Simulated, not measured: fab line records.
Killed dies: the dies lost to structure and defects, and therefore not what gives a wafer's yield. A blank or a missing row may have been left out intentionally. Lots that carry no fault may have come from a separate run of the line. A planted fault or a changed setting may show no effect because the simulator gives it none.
fab line records	flow berkeley-cmos170
record: lots: 14	wafers: 42	last-day: 12
route steps=331 shown ZERO@13 FIELD@94 NLDD@165 V1@258
lots with no fault: from the same line, run without faults
start-h: hours from the record's opening day to when the first of the lot's shown wafers began	wait-h: hours since the lot's step before	" same as the row above	L1.1+2: one row covering several wafers at once	- no value, or no start given	* or withheld: withheld	< > ~ a bound
route shown NAME@n: a module of which the file shows steps, and the number in the route of the first	usual: the fault-free wafers' mean and standard deviation	same: alike in all rows	chamber/n: place in a boat	sites: the reading at each site	_std_site: the values' standard deviation	_edge_site: inner sites' mean taken away from outer sites' mean	radius-mm: for every site, how far away it sits from the centre of the wafer	mask NAME#n: copy n	behind: tool/chamber where the wafer was last shaped	hold: why the lot went on hold/how many hours it stayed there/how the hold came to an end	device: names the non-switching transistor (n, p or np)	end of line: the route-end tests of the same wafers	a step with no rows: only its recipe	killed: dies lost to structure and defects at the first sort, not the wafer's yield	map: the dies of a wafer, with x for killed, . for not killed, _ for no die there
set.NAME: the setting the step ran with; set.NAME@STEP: the setting that earlier step ran with	model.NAME: the simulator's own value behind a step, which no gauge read
the route's steps for a sample of lots (tables are steps, rows are wafers)
services: a tool's chamber out of use, with start hour (start-h, from the record's first day; less than 0 if before it), hours out, and reason
== steps ==
step: UCB170_ZERO_STRIP_07
recipe: chemistry: O2	power-w: 400	pressure-mtorr: 3500	platen-temp-c: withheld	o2-flow-sccm: 400	overash-fraction: 0.5
usual: drypump-motor-current-A: 6.2/0.52	oes-product-au: 0.727/0.0045	strip-time-to-endpoint-s: 21.50/0.09
same: overash-fraction: 0.5
lot.wafer	tool	chamber	start-h	wait-h	drypump-motor-current-A	oes-product-au	rf-hours-counter-h	strip-time-to-endpoint-s
L979.2	plasma-asher-02	1	16.44	0.0	6.1	0.731	33	21.47
L979.3	"	0	"	"	5.9	0.727	-	21.49
L979.6	"	0	"	"	5.8	0.717	-	21.50
L982.1	plasma-asher-02	1	33.88	0.0	6.2	0.730	35	21.38
L982.2	"	0	"	"	5.8	0.733	35	21.37
L982.6	"	0	"	"	5.9	0.731	-	21.38
L983.3	plasma-asher-02	1	38.08	0.0	6.1	0.724	-	21.41
L983.4	"	0	"	"	5.9	0.726	-	21.40
L983.6	"	0	"	"	5.9	0.729	-	21.41
L985.1	plasma-asher-03	1	47.89	0.0	6.8	0.734	31	21.45
L985.3	"	1	"	"	6.8	0.737	-	21.57
L985.4	"	0	"	"	6.3	0.733	-	21.57
L986.3	plasma-asher-04	1	55.71	0.0	5.0	0.730	-	21.45
L986.4	"	0	"	"	5.2	0.731	-	21.40
L986.5	"	1	"	"	5.0	0.727	-	21.36
L987.2	plasma-asher-03	0	59.90	0.0	6.3	0.737	32	21.53
L987.5	"	1	"	"	6.8	0.721	-	21.49
L987.6	"	0	"	"	6.3	0.729	-	21.55
L988.1	plasma-asher-03	0	64.22	0.0	6.3	0.723	33	21.48
L988.2	"	1	"	"	6.8	0.730	33	21.39
L988.6	"	0	"	"	6.3	0.730	-	21.35
L989.2	plasma-asher-02	1	69.89	0.0	6.1	0.730	39	21.55
L989.4	"	0	"	"	5.9	0.726	-	21.49
L989.5	"	1	"	"	6.2	0.723	-	21.48
L992.1	plasma-asher-03	0	85.98	0.0	6.3	0.728	36	21.47
L992.4	"	1	"	"	6.8	0.723	-	21.57
L992.5	"	1	"	"	6.7	0.726	-	21.53
L997.4	plasma-asher-03	0	107.27	0.0	6.2	0.725	-	21.58
L997.5	"	1	"	"	6.7	0.728	-	21.63
L997.6	"	0	"	"	6.2	0.727	-	21.57
L998.2	plasma-asher-03	1	113.77	0.0	6.8	0.725	39	21.53
L998.4	"	0	"	"	6.3	0.717	-	21.52
L998.6	"	0	"	"	6.3	0.718	-	21.42
L100.1	plasma-asher-03	0	125.73	0.0	6.3	0.728	41	21.67
L100.4	"	0	"	"	6.3	0.719	-	21.62
L100.6	"	0	"	"	6.3	0.724	-	21.71
L102.2	plasma-asher-03	1	132.06	0.0	6.8	0.725	42	21.50
L102.5	"	1	"	"	6.8	0.724	-	21.63
L102.6	"	0	"	"	6.3	0.726	-	21.56
L101.1	plasma-asher-04	0	132.34	0.0	5.2	0.726	31	21.49
L101.4	"	0	"	"	5.2	0.733	-	21.46
L101.5	"	0	"	"	5.2	0.726	-	21.46
step: UCB170_FIELD_WET_ETCH_05
recipe: chemistry: H3PO4	target: Si3N4	temp-c: 160	time-s: 12600
usual: bath-guard-temp-C: 159.8/0.48	bath-heat-duty-pct: 27.3/2.7
lot.wafer	tool	chamber	start-h	wait-h	bath-guard-temp-C	bath-heat-duty-pct
L979.2	wet-bench-04	1	80.87	0.0	160.1	32.5
L979.3	"	1	"	"	160.2	30.2
L979.6	"	1	"	"	159.9	30.9
L982.1	wet-bench-04	1	101.65	0.0	160.2	28.4
L982.2	"	1	"	"	159.9	30.0
L982.6	"	1	"	"	159.9	32.2
L983.3	wet-bench-04	1	108.57	0.2	160.0	31.6
L983.4	"	1	"	"	160.2	31.1
L983.6	"	1	"	"	160.0	28.7
L985.1	wet-bench-01	1	112.35	0.2	159.9	30.6
L985.3	"	1	"	"	159.5	30.0
L985.4	"	1	"	"	159.7	30.7
L986.3	wet-bench-04	0	128.12	0.0	-	-
L986.4	"	0	"	"	-	-
L986.5	"	0	"	"	-	-
L987.2	wet-bench-04	0	128.12	0.0	-	-
L987.5	"	0	"	"	-	-
L987.6	"	0	"	"	-	-
L988.1	wet-bench-04	3	128.12	0.0	160.5	24.9
L988.2	"	3	"	"	160.4	24.2
L988.6	"	3	"	"	160.7	23.4
L989.2	wet-bench-04	3	146.31	0.4	160.5	23.1
L989.4	"	3	"	"	160.6	26.2
L989.5	"	3	"	"	160.6	22.7
L992.1	wet-bench-04	0	152.51	0.0	159.6	29.4
L992.4	"	0	"	"	159.6	30.0
L992.5	"	0	"	"	159.4	29.9
L997.4	wet-bench-04	0	186.38	0.0	159.6	30.1
L997.5	"	0	"	"	159.1	30.1
L997.6	"	0	"	"	159.6	30.6
L998.2	wet-bench-04	2	186.38	0.0	159.7	25.9
L998.4	"	2	"	"	159.6	24.9
L998.6	"	2	"	"	159.7	25.6
L100.1	wet-bench-04	0	186.38	0.0	159.7	29.7
L100.4	"	0	"	"	159.0	27.8
L100.6	"	0	"	"	159.4	29.7
L101.1	wet-bench-04	0	204.67	0.0	159.5	28.8
L101.4	"	0	"	"	159.7	31.1
L101.5	"	0	"	"	159.6	31.6
L102.2	wet-bench-04	2	204.67	0.0	159.9	27.0
L102.5	"	2	"	"	159.7	26.3
L102.6	"	2	"	"	160.2	25.6
step: UCB170_NLDD_OVL_MEAS_07
usual: NLDD_OVL: -1/4.8
lot.wafer	tool	chamber	start-h	wait-h	NLDD_OVL[nm]
L979.2	overlay-02	-	117.48	0.1	4
L979.3	"	-	"	"	0
L979.6	"	-	"	"	-5
L982.1	overlay-02	-	138.74	0.1	3
L982.2	"	-	"	"	10
L982.6	"	-	"	"	6
L983.3	overlay-02	-	143.09	0.1	7
L983.4	"	-	"	"	0
L983.6	"	-	"	"	8
L985.1	overlay-02	-	153.55	0.1	-2
L985.3	"	-	"	"	-1
L985.4	"	-	"	"	-11
L988.1	overlay-02	-	165.29	0.1	3
L988.2	"	-	"	"	0
L988.6	"	-	"	"	2
L989.2	overlay-02	-	185.97	0.1	8
L989.4	"	-	"	"	6
L989.5	"	-	"	"	-1
L992.1	overlay-01	-	192.66	0.1	-7
L992.4	"	-	"	"	-4
L992.5	"	-	"	"	-3
L997.4	overlay-02	-	227.50	0.1	0
L997.5	"	-	"	"	-1
L997.6	"	-	"	"	-8
L998.2	overlay-02	-	227.93	0.1	5
L998.4	"	-	"	"	1
L998.6	"	-	"	"	-1
L100.1	overlay-02	-	228.20	0.1	-1
L100.4	"	-	"	"	-7
L100.6	"	-	"	"	-4
L102.2	overlay-02	-	242.18	0.1	-2
L102.5	"	-	"	"	0
L102.6	"	-	"	"	-2
L101.1	overlay-01	-	242.24	0.1	3
L101.4	"	-	"	"	5
L101.5	"	-	"	"	0
step: UCB170_V1_THK_MEAS_04
recipe: reads: SiO2_of_V1_CVD_00
usual: V1_POLISHED_THK: 1000.2/1
lot.wafer	tool	chamber	start-h	wait-h	V1_POLISHED_THK[nm]
L979.2	film-metro-04	-	140.59	0.1	1000.5
L979.3	"	-	"	"	1001.6
L979.6	"	-	"	"	1000.4
L982.1	film-metro-03	-	166.54	0.1	1001.9
L982.2	"	-	"	"	1000.4
L982.6	"	-	"	"	999.2
L983.3	film-metro-01	-	166.56	0.1	1000.3
L983.4	"	-	"	"	1001.7
L983.6	"	-	"	"	1000.6
L985.1	film-metro-01	-	176.60	0.1	999.2
L985.3	"	-	"	"	999.2
L985.4	"	-	"	"	997.9
L988.1	film-metro-04	-	193.07	0.1	999.0
L988.2	"	-	"	"	999.7
L988.6	"	-	"	"	1000.5
L989.2	film-metro-03	-	211.02	0.1	1000.0
L989.4	"	-	"	"	999.3
L989.5	"	-	"	"	999.8
L992.1	film-metro-04	-	215.71	0.1	1000.9
L992.4	"	-	"	"	1001.7
L992.5	"	-	"	"	1000.3
L997.4	film-metro-04	-	252.22	0.1	1000.8
L997.5	"	-	"	"	1000.7
L997.6	"	-	"	"	1001.8
L998.2	film-metro-04	-	255.20	0.1	1000.8
L998.4	"	-	"	"	1000.0
L998.6	"	-	"	"	1000.2
L100.1	film-metro-01	-	255.49	0.1	1000.4
L100.4	"	-	"	"	999.7
L100.6	"	-	"	"	1000.0
L101.1	film-metro-01	-	268.89	0.1	1000.4
L101.4	"	-	"	"	1000.1
L101.5	"	-	"	"	1000.1
L102.2	film-metro-03	-	268.90	0.1	999.8
L102.5	"	-	"	"	1000.0
L102.6	"	-	"	"	1000.0
== services ==
tool	chamber	start-h	hours	kind
wet-bench-01	-	15.65	8.7	repair
plasma-asher-04	-	92.19	0.9	repair
plasma-asher-02	-	108.75	9.0	pm
plasma-asher-02	0	108.75	9.0	vent-cycle
plasma-asher-02	1	108.75	9.0	vent-cycle
plasma-asher-02	0	117.75	-	clean
plasma-asher-02	1	117.75	-	clean
plasma-asher-03	-	118.09	1.4	repair
plasma-asher-02	-	163.56	12.4	repair
plasma-asher-03	-	192.85	1.3	repair
== key ==
first-sign: step: UCB170_FIELD_WET_ETCH_05	reading: tool-record	direction: missing
effect none on later readings
met-at UCB170_FIELD_WET_ETCH_05
struck-lots L986,L987
later-rows-left-out L986.3,L986.4,L986.5,L987.2,L987.5,L987.6
sort-left-out L986.3,L986.4,L986.5,L987.2,L987.5,L987.6
tester-left-out L986,L987
not-acting-at UCB170_ZERO_STRIP_07,UCB170_NLDD_OVL_MEAS_07,UCB170_V1_THK_MEAS_04
onset-between 108.57 128.12
fault: kind: skipped-step-whole	tool: wet-bench-04	chamber: -	onset-h: 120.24	steps: UCB170_FIELD_WET_ETCH_05	scope: struck-lots-only
tester-left-out: of these lots the tester's yield and bins aren't shown, on N5 and GAA mostly nor the transistor test; their killed dies are dies lost to structure and defects alone, not to doping, threshold or leakage, so they don't give the yield
sort-left-out: the simulated sort isn't trusted on such a fault, so these wafers' sort isn't shown, and their yield isn't known
later-rows-left-out: the simulator's readings of these wafers behind a module that went badly wrong aren't trusted and aren't shown, but for the sort
